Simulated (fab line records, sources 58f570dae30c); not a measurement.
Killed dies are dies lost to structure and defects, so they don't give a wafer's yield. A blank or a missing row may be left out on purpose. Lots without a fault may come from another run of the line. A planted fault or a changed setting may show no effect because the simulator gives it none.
Which tool did it? | flow berkeley_cmos170 | 14 lots, 42 wafers sampled, at 1 step of a route of 331

WHAT THE GAUGES READ, wafer by wafer
The record holds no reading of a measuring or inspecting step that can be judged against a usual standard deviation.

WHICH TOOL RAN EACH LOT (tool, then ch and the chambers of the sampled wafers, then the start)
lot  | UCB170_BACKSIDE_SOFTBAKE_02
L505 | litho_track-04 ch 0, day 6 12:06
L504 | litho_track-04 ch 0, day 6 13:46
L503 | litho_track-02 ch 0, day 6 14:13
L509 | litho_track-03 ch 0, day 7 11:08
L507 | litho_track-03 ch 0, day 7 11:33
L511 | litho_track-02 ch 0, day 7 20:29
L510 | litho_track-02 ch 0, day 7 20:58
L512 | litho_track-02 ch 0, day 8 11:24
L517 | litho_track-02 ch 0, day 9 16:14
L519 | litho_track-04 ch 0, day 10 01:26
L520 | litho_track-02 ch 0, day 10 08:20
L524 | litho_track-04 ch 0, day 10 17:43
L523 | litho_track-04 ch 0, day 10 20:34
L526 | litho_track-03 ch 0, day 11 13:04
- UCB170_BACKSIDE_SOFTBAKE_02: time 60 s.

WHAT THE TOOLS THEMSELVES READ (means of the sampled wafers that have a number; where no wafer has one, the mark that the record gives instead)
UCB170_BACKSIDE_SOFTBAKE_02. Usual: plate_temp_C 130.00 C, standard deviation 0.13; run_length_s 89.17 s, standard deviation 0.21.
lot  | tool           | plate_temp_C (C) | run_length_s (s) | flag
L505 | litho_track-04 | 129.94           | 88.91            |
L504 | litho_track-04 | 130.15           | 89.01            |
L503 | litho_track-02 | 130.08           | 89.31            |
L509 | litho_track-03 | 130.19           | 89.44            |
L507 | litho_track-03 | 129.91           | 89.34            |
L511 | litho_track-02 | 130.02           | 89.33            |
L510 | litho_track-02 | 130.06           | 89.18            |
L512 | litho_track-02 | 130.00           | 89.21            |
L517 | litho_track-02 | 129.95           | 126.30           | OFF
L519 | litho_track-04 | 130.06           | 88.88            |
L520 | litho_track-02 | 129.97           | 126.26           | OFF
L524 | litho_track-04 | 130.19           | 88.94            |
L523 | litho_track-04 | 129.96           | 88.90            |
L526 | litho_track-03 | 130.06           | 89.45            |

THE ANSWER, worked out from the rows above alone
Rule: a lot is off if the mean of its wafers that have a number lies more than 3 standard deviations from the usual mean. A lot without any number at a reading at which 4 lots or more have one is off too. The other lots that the step has rows for count as sound. The gauges are gone through in route order, then the tools' own readings, and for those a lot's mean is taken as printed above. The first step at which some lot is off is used, and at that step the reading that is off furthest; a lot without a number counts as furthest.
Off: L517, L520, at UCB170_BACKSIDE_SOFTBAKE_02 (run_length_s).
A tool fits if, at that step or a process step before it, it ran every lot that is off, and no sound lot after the first of them. One fits: litho_track-02 at UCB170_BACKSIDE_SOFTBAKE_02. Its last sound lot is L512 (day 8 11:24), its first lot that is off L517 (day 9 16:14): a fault that began between those two fits.
The tool's own readings at UCB170_BACKSIDE_SOFTBAKE_02 bear it out: on the lots that are off they differ by more than 5 times the standard deviation of the sound lots' means. run_length_s reads 126.28 s there against 89.16 s on the sound lots.

WHAT THE SIMULATOR HAD PUT IN
Process parameter drift: litho_track-02, from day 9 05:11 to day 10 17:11, at UCB170_BACKSIDE_SOFTBAKE_02. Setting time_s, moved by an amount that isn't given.
Lots struck among those shown: L517, L520. The rule above found the same.
